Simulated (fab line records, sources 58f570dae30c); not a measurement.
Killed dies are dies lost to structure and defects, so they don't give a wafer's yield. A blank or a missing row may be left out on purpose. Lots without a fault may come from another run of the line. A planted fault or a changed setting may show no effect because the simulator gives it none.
fab line records | flow berkeley_cmos170 | part 2 of 2: steps 25 to 36 of 36
record lots=5 wafers=15 last_day=12
route steps=331 shown START@3 ZERO@6 NWELL@14 PWELL@34
lots that met no fault: from a run of the same line without faults
start_h: hours from the record's first day to the start of the lot's first wafer shown | wait_h: hours since the lot's step before | " the same as in the row above | L1.1+2: a row that stands for several wafers | - no value, or no start given | * or withheld: withheld | < > ~ a bound
route shown NAME@n: a module of which the file shows steps, and the number in the route of the first | usual: mean/standard deviation of fault-free wafers | same: alike in all rows | chamber/n: place in a boat | sites: the reading at each site | _std_site: their standard deviation | _edge_site: outer sites' mean less inner sites' | radius_mm: how far each site lies from the wafer's centre | mask NAME#n: copy n | behind: the tool/chamber that last shaped the wafer | hold: why the lot was held/for how many hours/how that ended | device: the transistor (n, p or np) that didn't switch | end of line: the same wafers' tests at the end of the route | a step without rows: its recipe alone | killed: dies lost to structure and defects at the first sort, not the wafer's yield | map: a wafer's dies, x killed, . not, _ none there
set.NAME: the setting as run; set.NAME@STEP: as run at that earlier step | model.NAME: the simulator's own value behind a step, which no gauge read
lots at some steps of the route; a table a step, a row a wafer
services: from which hour (start_h, from the record's first day; less than 0 if before it) a tool's chamber was out of use, for how many hours, and why
## steps
# step UCB170_NWELL_ETCH_13
# recipe chemistry=CH3F/Ar/O2 target=Si3N4 stop_on=SiO2 CH3F_flow_sccm=20 Ar_flow_sccm=50 O2_flow_sccm=7 pressure_mtorr=50 rf_w=450 target_depth_a=2464 over_etch_frac=0.1 time_s=154
# usual drypump_motor_current_A=5.7/0.41 oes_product_au=0.947/0.014 throttle_valve_pct=8.05/0.15
# columns lot.wafer tool chamber start_h wait_h drypump_motor_current_A oes_product_au rf_hours_counter_h throttle_valve_pct
L076.1 rie_diel-04 2 43.15 0.0 6.5 0.935 21 8.36
L076.4 " 1 " " 5.6 0.948 11 8.00
L076.6 " 3 " " 5.7 0.962 - 8.25
L078.1 rie_diel-03 1 69.19 0.0 5.7 0.961 113 8.08
L078.3 " 2 " " 4.9 0.957 4 8.02
L078.6 " 1 " " 5.7 0.957 - 8.10
L083.1 rie_diel-04 0 87.15 0.0 5.5 0.968 154 7.78
L083.3 " 2 " " 6.5 0.945 23 8.35
L083.5 " 3 " " 5.7 0.957 - 8.23
L087.1 rie_diel-04 3 102.00 0.0 5.7 0.948 3 8.26
L087.3 " 2 " " 6.5 0.939 24 8.35
L087.5 " 1 " " 5.6 0.934 - 8.01
L091.1 rie_diel-04 3 119.61 0.0 5.7 0.951 4 8.26
L091.2 " 0 " " 5.4 0.961 157 7.77
L091.6 " 1 " " 5.6 0.947 - 8.00
# step UCB170_NWELL_IMPLANT_14
# recipe species=P dose_cm2=1e+13 energy_kev=150 tilt_deg=7
# usual beam_energy_keV=150.00/0.045
# columns lot.wafer tool chamber start_h wait_h beam_energy_keV
L076.1 implanter-03 0 43.25 0.1 150.02
L076.4 " 0 " " 149.99
L076.6 " 0 " " 149.93
L078.1 implanter-02 0 69.29 0.1 150.00
L078.3 " 0 " " 149.98
L078.6 " 0 " " 150.00
L083.1 implanter-02 0 87.25 0.1 149.97
L083.3 " 0 " " 149.95
L083.5 " 0 " " 150.00
L087.1 implanter-02 0 102.10 0.1 149.94
L087.3 " 0 " " 150.02
L087.5 " 0 " " 149.95
L091.1 implanter-03 0 119.72 0.1 149.93
L091.2 " 0 " " 149.98
L091.6 " 0 " " 149.91
# step UCB170_NWELL_STRIP_15
# recipe chemistry=O2 power_w=400 pressure_mtorr=3500 platen_temp_c=withheld o2_flow_sccm=400 overash_fraction=0.5
# usual drypump_motor_current_A=5.9/0.54 o2_flow_sccm=400.1/1.3 oes_product_au=0.721/0.0046 strip_time_to_endpoint_s=17.99/0.079
# columns lot.wafer tool chamber start_h wait_h drypump_motor_current_A o2_flow_sccm oes_product_au rf_hours_counter_h strip_time_to_endpoint_s
L076.1 plasma_asher-02 0 43.40 0.1 6.5 399.5 0.724 29 17.92
L076.4 " 1 " " 5.7 398.5 0.716 - 17.91
L076.6 " 1 " " 5.8 399.0 0.721 - 18.06
L078.1 plasma_asher-01 0 69.44 0.1 5.3 399.4 0.714 24 17.85
L078.3 " 1 " " 6.5 398.5 0.727 - 17.91
L078.6 " 1 " " 6.4 398.8 0.722 - 17.91
L083.1 plasma_asher-02 1 87.40 0.1 5.7 400.5 0.720 35 18.06
L083.3 " 0 " " 6.5 399.3 0.716 - 18.02
L083.5 " 0 " " 6.5 399.9 0.718 - 18.10
L087.1 plasma_asher-02 0 102.25 0.1 6.5 399.5 0.722 38 18.19
L087.3 " 0 " " 6.5 399.7 0.722 - 18.02
L087.5 " 1 " " 5.7 400.9 0.728 - 18.07
L091.1 plasma_asher-01 0 119.87 0.1 5.3 400.7 0.729 32 18.05
L091.2 " 1 " " 6.4 398.7 0.727 32 18.09
L091.6 " 0 " " 5.3 399.7 0.722 - 18.20
# step UCB170_NWELL_TW_MEAS_16
# usual NWELL_TW=1254/12
# columns lot.wafer tool chamber start_h wait_h NWELL_TW
L076.1 film_metro-02 - 43.50 0.1 1249
L076.4 " - " " 1243
L076.6 " - " " 1240
L078.1 film_metro-02 - 69.54 0.1 1238
L078.3 " - " " 1245
L078.6 " - " " 1235
L083.1 film_metro-01 - 87.50 0.1 1257
L083.3 " - " " 1259
L083.5 " - " " 1267
L087.1 film_metro-04 - 102.35 0.1 1267
L087.3 " - " " 1262
L087.5 " - " " 1265
L091.1 film_metro-04 - 119.97 0.1 1265
L091.2 " - " " 1266
L091.6 " - " " 1258
# step UCB170_NWELL_CLEAN_17
# recipe chemistry=SPM temp_c=120 time_s=600
# columns lot.wafer tool chamber start_h wait_h
L076.1+4+6 wet_bench-01 3 43.56 0.1
L078.1+3+6 wet_bench-02 2 69.64 0.1
L083.1+3+5 wet_bench-02 2 88.01 0.5
L087.1+3+5 wet_bench-02 0 106.15 3.8
L091.1+2+6 wet_bench-04 3 122.89 2.9
# step UCB170_NWELL_WET_ETCH_18
# recipe chemistry=H3PO4 target=Si3N4 temp_c=160 time_s=14400
# columns lot.wafer tool chamber start_h wait_h
L076.1+4+6 wet_bench-01 2 43.74 0.0
L078.1+3+6 wet_bench-02 3 69.82 0.0
L083.1+3+5 wet_bench-01 1 88.24 0.0
L087.1+3+5 wet_bench-02 2 106.42 0.1
L091.1+2+6 wet_bench-04 1 123.59 0.5
# step UCB170_NWELL_WET_ETCH_19
# recipe chemistry=BOE dilution=5:1 target=SiO2 temp_c=25 time_s=22
# columns lot.wafer tool chamber start_h wait_h
L076.1+4+6 wet_bench-04 2 47.75 0.0
L078.1+3+6 wet_bench-02 0 73.87 0.0
L083.1+3+5 wet_bench-04 3 94.37 2.1
L087.1+3+5 wet_bench-02 3 111.25 0.5
L091.1+2+6 wet_bench-01 1 128.69 0.3
# step UCB170_PWELL_CLEAN_00
# recipe chemistry=SPM temp_c=120 time_s=600
# columns lot.wafer tool chamber start_h wait_h
L076.1+4+6 wet_bench-01 1 47.76 0.0
L078.1+3+6 wet_bench-02 3 74.08 0.2
L083.1+3+5 wet_bench-02 2 94.47 0.1
L087.1+3+5 wet_bench-04 3 111.92 0.7
L091.1+2+6 wet_bench-01 1 128.72 0.0
# step UCB170_PWELL_CLEAN_01
# recipe chemistry=dHF dilution=25:1 time_s=60
# columns lot.wafer tool chamber start_h wait_h
L076.1+4+6 wet_bench-02 1 47.94 0.0
L078.1+3+6 wet_bench-02 1 74.28 0.0
L083.1+3+5 wet_bench-02 3 94.82 0.2
L087.1+3+5 wet_bench-01 3 112.65 0.6
L091.1+2+6 wet_bench-04 1 129.00 0.1
# step UCB170_PWELL_OXIDATION_02
# recipe temp_c=1000 ambient=O2 target_thk_a=264 ox_time_s=1260
# usual spike_tc_centre_C=1001.7/1.7 zone_power_centre_pct=48/3
# columns lot.wafer tool chamber start_h wait_h spike_tc_centre_C zone_power_centre_pct
L076.1 furnace-01 0 55.66 7.7 999.9 51
L076.4 " 0 " " 1002.1 51
L076.6 " 0 " " 1000.4 52
L078.1 furnace-02 0 79.51 5.2 1004.9 48
L078.3 " 0 " " 1003.7 49
L078.6 " 0 " " 1004.5 49
L083.1 furnace-01 0 102.17 7.3 1001.8 52
L083.3 " 0 " " 1001.7 52
L083.5 " 0 " " 1000.2 51
L087.1 furnace-04 0 114.95 2.3 1000.3 43
L087.3 " 0 " " 1001.6 44
L087.5 " 0 " " 1000.6 44
L091.1 furnace-01 0 129.40 0.4 1000.0 51
L091.2 " 0 " " 1001.4 51
L091.6 " 0 " " 1000.1 52
# step UCB170_PWELL_THK_MEAS_03
# recipe reads=SiO2_of_PWELL_OXIDATION_02
# usual PWELL_OXIDE_THK=26.4/0.45
# columns lot.wafer tool chamber start_h wait_h PWELL_OXIDE_THK[nm]
L076.1 film_metro-03 - 57.01 0.0 26.9
L076.4 " - " " 26.2
L076.6 " - " " 27.0
L078.1 film_metro-01 - 80.86 0.0 26.8
L078.3 " - " " 26.5
L078.6 " - " " 26.2
L083.1 film_metro-04 - 103.52 0.0 25.8
L083.3 " - " " 26.4
L083.5 " - " " 26.3
L087.1 film_metro-01 - 116.30 0.0 26.4
L087.3 " - " " 26.9
L087.5 " - " " 26.6
L091.1 film_metro-03 - 130.75 0.0 26.6
L091.2 " - " " 26.8
L091.6 " - " " 26.7
# step UCB170_PWELL_ANNEAL_04
# recipe temp_c=1000 time_s=900 ambient=N2
# usual spike_tc_centre_C=1001.7/1.7 zone_power_centre_pct=48/3.2
# columns lot.wafer tool chamber start_h wait_h spike_tc_centre_C zone_power_centre_pct
L076.1 furnace-02 0 64.96 7.9 1004.0 49
L076.4 " 0 " " 1005.4 48
L076.6 " 0 " " 1003.9 48
L078.1 furnace-01 0 83.90 3.0 1000.8 51
L078.3 " 0 " " 999.5 51
L078.6 " 0 " " 1001.3 52
L083.1 furnace-02 0 104.96 1.4 1005.0 49
L083.3 " 0 " " 1004.6 49
L083.5 " 0 " " 1003.1 49
L087.1 furnace-04 0 120.38 4.1 1002.7 45
L087.3 " 0 " " 1003.6 43
L087.5 " 0 " " 1000.8 44
L091.1 furnace-01 0 133.92 3.2 999.2 51
L091.2 " 0 " " 1000.0 51
L091.6 " 0 " " 1001.4 51
## services
# columns tool chamber start_h hours kind
rie_diel-03 0 3.43 1.7 repair
implanter-03 - 4.19 2.5 repair
rie_diel-01 - 5.38 0.1 repair
furnace-04 - 6.81 3.8 pm
krf_scanner-01 - 10.82 7.9 repair
implanter-03 - 10.94 5.1 pm
furnace-02 - 15.92 3.5 pm
rie_diel-03 3 17.97 6.4 repair
krf_scanner-01 - 23.61 1.0 pm
krf_scanner-02 - 24.63 1.0 pm
krf_scanner-02 - 31.56 1.3 pm
furnace-04 - 32.20 38.9 pm
krf_scanner-01 - 37.34 2.6 repair
lpcvd-01 - 44.32 1.8 repair
krf_scanner-01 - 45.51 1.3 pm
implanter-03 - 55.93 3.4 repair
plasma_asher-02 - 57.21 0.5 repair
furnace-01 - 59.84 3.7 pm
rie_diel-04 - 76.09 0.4 repair
krf_scanner-01 - 99.82 0.8 pm
implanter-02 - 107.69 4.9 repair
plasma_asher-02 - 108.75 9.0 pm
plasma_asher-02 - 115.20 1.8 repair
furnace-04 - 125.71 2.5 pm
